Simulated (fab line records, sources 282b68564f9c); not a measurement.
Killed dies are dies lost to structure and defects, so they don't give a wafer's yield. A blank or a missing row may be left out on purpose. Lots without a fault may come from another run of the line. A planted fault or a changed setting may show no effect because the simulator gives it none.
Which tool did it? | flow rit_cmos | 15 lots, 45 wafers sampled, at 5 steps of a route of 202

WHAT THE GAUGES READ, wafer by wafer
RIT_NWELL_OVL_MEAS_06. Usual: NWELL_OVL 0.4 nm, standard deviation 1.4.
lot  | measured    | on         | NWELL_OVL (nm)       | flag
L429 | day 1 20:57 | overlay-01 | 2.0 0.8 0.5          |
L430 | day 2 01:20 | overlay-01 | 0.5 0.3 -0.2         |
L431 | day 2 06:16 | overlay-02 | 2.2 2.7 2.7          |
L432 | day 2 12:47 | overlay-01 | -1.2 0.0 -0.9        |
L433 | day 2 17:24 | overlay-01 | 0.4 2.0 2.5          |
L434 | day 2 21:53 | overlay-01 | -0.9 0.0 -1.0        |
L437 | day 3 14:34 | overlay-02 | -150.5 -151.5 -150.1 | OFF
L438 | day 3 18:08 | overlay-02 | -150.7 -149.9 -150.4 | OFF
L439 | day 4 02:46 | overlay-02 | -152.1 -152.1 -151.5 | OFF
L443 | day 4 23:46 | overlay-02 | -0.8 -0.4 0.2        |
L444 | day 5 04:11 | overlay-01 | -0.2 -0.8 -0.8       |
L447 | day 5 17:57 | overlay-02 | -0.1 0.8 1.4         |
L449 | day 6 02:07 | overlay-01 | -2.7 -1.0 -1.5       |
L450 | day 6 08:02 | overlay-02 | 0.6 1.0 -0.1         |
L451 | day 6 11:59 | overlay-01 | 1.2 1.1 0.9          |

RIT_FOX2_THK_MEAS_91. Usual: FIELD_OXIDE_LEFT_2_THK 250 nm, standard deviation 7.1.
lot  | measured    | on            | FIELD_OXIDE_LEFT_2_THK (nm) | flag
L429 | day 2 08:32 | film_metro-03 | 245 249 250                 |
L430 | day 2 12:33 | film_metro-04 | 254 255 255                 |
L431 | day 2 17:37 | film_metro-04 | 249 251 246                 |
L432 | day 3 00:12 | film_metro-03 | 259 255 253                 |
L433 | day 3 04:43 | film_metro-03 | 239 239 243                 |
L434 | day 3 09:11 | film_metro-02 | 246 248 241                 |
L437 | day 4 01:38 | film_metro-02 | 247 248 247                 |
L438 | day 4 06:51 | film_metro-02 | 248 243 241                 |
L439 | day 4 14:25 | film_metro-04 | 235 239 240                 |
L443 | day 5 12:39 | film_metro-04 | 259 262 256                 |
L444 | day 5 17:35 | film_metro-02 | 248 254 248                 |
L447 | day 6 06:13 | film_metro-02 | 237 236 239                 |
L449 | day 6 14:07 | film_metro-02 | 254 254 254                 |
L450 | day 6 19:17 | film_metro-02 | 258 259 253                 |
L451 | day 6 23:26 | film_metro-04 | 238 245 240                 |

RIT_SDANNEAL_RS_MEAS_07: measures by four-point-probe. Usual: NLDD_RS 151.8 ohm/sq, standard deviation 0.6.
lot  | measured    | on            | NLDD_RS (ohm/sq)  | flag
L429 | day 3 02:25 | film_metro-03 | 151.5 150.9 151.2 |
L430 | day 3 06:37 | film_metro-03 | 150.8 151.0 151.7 |
L431 | day 3 12:38 | film_metro-04 | 151.5 152.2 152.2 |
L432 | day 3 19:13 | film_metro-04 | 152.0 151.8 151.7 |
L433 | day 3 23:05 | film_metro-04 | 152.0 152.4 151.9 |
L434 | day 4 03:43 | film_metro-01 | 152.0 151.8 151.9 |
L437 | day 5 00:23 | film_metro-01 | 152.2 151.9 151.8 |
L438 | day 5 04:10 | film_metro-03 | 151.0 151.4 151.3 |
L439 | day 5 16:44 | film_metro-01 | 152.3 152.9 152.5 |
L443 | day 6 10:32 | film_metro-01 | 150.7 151.0 150.1 |
L444 | day 6 15:17 | film_metro-04 | 151.2 151.7 151.4 |
L447 | day 7 01:29 | film_metro-04 | 152.7 152.5 152.5 |
L449 | day 7 09:34 | film_metro-01 | 152.7 152.1 152.2 |
L450 | day 7 13:41 | film_metro-01 | 151.8 151.4 151.8 |
L451 | day 7 17:20 | film_metro-04 | 152.3 151.6 152.7 |

WHICH TOOL RAN EACH LOT (tool, then ch and the chambers of the sampled wafers, then the start)
lot  | RIT_ACTIVE_STRIP_14                 | RIT_NWELL_EXPOSE_03
L429 | plasma_asher-03 ch 0,1, day 1 15:33 | iline_stepper-02 ch 0, day 1 20:31
L430 | plasma_asher-03 ch 0,1, day 1 19:58 | iline_stepper-02 ch 0, day 2 00:54
L431 | plasma_asher-04 ch 1, day 2 00:58   | iline_stepper-02 ch 0, day 2 05:50
L432 | plasma_asher-02 ch 0, day 2 05:58   | iline_stepper-01 ch 0, day 2 12:22
L433 | plasma_asher-02 ch 0,1, day 2 10:58 | iline_stepper-01 ch 0, day 2 16:58
L434 | plasma_asher-03 ch 0,1, day 2 16:33 | iline_stepper-01 ch 0, day 2 21:27
L437 | plasma_asher-02 ch 0,1, day 3 07:02 | iline_stepper-02 ch 0, day 3 14:10
L438 | plasma_asher-04 ch 0,1, day 3 11:57 | iline_stepper-02 ch 0, day 3 17:43
L439 | plasma_asher-04 ch 1, day 3 18:43   | iline_stepper-02 ch 0, day 4 02:22
L443 | plasma_asher-03 ch 0,1, day 4 12:58 | iline_stepper-01 ch 0, day 4 23:20
L444 | plasma_asher-03 ch 0,1, day 4 21:40 | iline_stepper-01 ch 0, day 5 03:47
L447 | plasma_asher-04 ch 0,1, day 5 12:30 | iline_stepper-01 ch 0, day 5 17:30
L449 | plasma_asher-02 ch 0,1, day 5 18:50 | iline_stepper-01 ch 0, day 6 01:42
L450 | plasma_asher-02 ch 0,1, day 6 02:10 | iline_stepper-01 ch 0, day 6 07:29
L451 | plasma_asher-02 ch 0,1, day 6 06:44 | iline_stepper-01 ch 0, day 6 11:35
- RIT_ACTIVE_STRIP_14: strips in O2, time 180 s.
- RIT_NWELL_EXPOSE_03: exposes mask M2, target cd 43900 nm.

WHAT THE TOOLS THEMSELVES READ (means of the sampled wafers that have a number; where no wafer has one, the mark that the record gives instead)
RIT_ACTIVE_STRIP_14. Usual: drypump_motor_current_A 5.8 A, standard deviation 0.48.
lot  | tool            | drypump_motor_current_A (A) | flag
L429 | plasma_asher-03 | 5.4                         |
L430 | plasma_asher-03 | 5.5                         |
L431 | plasma_asher-04 | 6.3                         |
L432 | plasma_asher-02 | 6.1                         |
L433 | plasma_asher-02 | 5.4                         |
L434 | plasma_asher-03 | 5.8                         |
L437 | plasma_asher-02 | 5.8                         |
L438 | plasma_asher-04 | 6.1                         |
L439 | plasma_asher-04 | 6.3                         |
L443 | plasma_asher-03 | 5.4                         |
L444 | plasma_asher-03 | 5.4                         |
L447 | plasma_asher-04 | 6.0                         |
L449 | plasma_asher-02 | 5.8                         |
L450 | plasma_asher-02 | 5.8                         |
L451 | plasma_asher-02 | 5.8                         |

THE ANSWER, worked out from the rows above alone
Rule: a lot is off if the mean of its wafers that have a number lies more than 3 standard deviations from the usual mean. A lot without any number at a reading at which 4 lots or more have one is off too. The other lots that the step has rows for count as sound. The gauges are gone through in route order, then the tools' own readings, and for those a lot's mean is taken as printed above. The first step at which some lot is off is used, and at that step the reading that is off furthest; a lot without a number counts as furthest.
Off: L437, L438, L439, at RIT_NWELL_OVL_MEAS_06 (NWELL_OVL).
A tool fits if, at a process step before that reading, it ran every lot that is off, and no sound lot after the first of them. The gauges at RIT_NWELL_OVL_MEAS_06 are tried like those tools. One fits: iline_stepper-02 at RIT_NWELL_EXPOSE_03. Its last sound lot is L431 (day 2 05:50), its first lot that is off L437 (day 3 14:10): a fault that began between those two fits.

WHAT THE SIMULATOR HAD PUT IN
Scanner matching overlay: iline_stepper-02, from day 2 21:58 on, at RIT_NWELL_EXPOSE_03. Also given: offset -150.
Lots struck among those shown: L437, L438, L439. The rule above found the same.
